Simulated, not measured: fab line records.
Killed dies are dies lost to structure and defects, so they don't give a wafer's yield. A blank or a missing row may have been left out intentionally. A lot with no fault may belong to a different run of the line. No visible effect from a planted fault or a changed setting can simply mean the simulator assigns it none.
Chamber matching	flow berkeley cmos170	UCB170_V2_CVD_00 on pecvd-03 has 3 sister chambers
The step deposits SiO2 from TEOS/O2, target thk 2000 nm, time 250 s. 14 wafers are shown with their chamber, then 7 later ones without.

## WAFERS PAIRED WITH THEIR CHAMBERS
wafer	chamber	heater power w (W)
L242.1	1	295
L242.2	2	287
L242.4	2	353
L244.1	2	331
L244.2	1	300
L244.4	2	261
L248.1	2	298
L248.3	1	279
L248.6	1	232
L252.1	0	251
L252.3	1	271
L252.5	2	253
L254.1	0	250
L254.3	1	238

SIGNATURES (averages over the wafers above)
reading	chamber 0	chamber 1	chamber 2	scatter within a chamber
heater power w	250.50	269.17	297.17	32.6
Rule: for a wafer and a chamber, the distance is found by dividing, reading by reading, the gap between the wafer's reading and the chamber's mean by the reading's scatter, squaring, summing and taking the root. If the next closest chamber is less than 2 further off than the closest, the wafer can't be placed; otherwise it belongs to the closest. The scatter: take each reading less its chamber's mean, square it, sum over the shown wafers, divide by the number of wafers less the number of chambers, and take the root.

## WAFERS WHOSE CHAMBER IS MISSING
wafer	heater power w (W)
L254.5	182
L259.3	261
L259.4	227
L259.6	179
L261.1	256
L261.4	183
L261.6	326

## CHAMBER TAKEN BY EACH
wafer	from the rows above	in truth
L254.5	can't be placed: 0 or 1 or 2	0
L259.3	can't be placed: 1 or 0 or 2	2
L259.4	can't be placed: 0 or 1 or 2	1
L259.6	can't be placed: 0 or 1 or 2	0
L261.1	can't be placed: 0 or 1 or 2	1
L261.4	can't be placed: 0 or 1 or 2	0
L261.6	can't be placed: 2 or 1 or 0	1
Placed correctly: 0 of 7. Unplaceable from these rows: 7, with the true chamber sitting among the candidates in 7. Wrongly placed: 0.
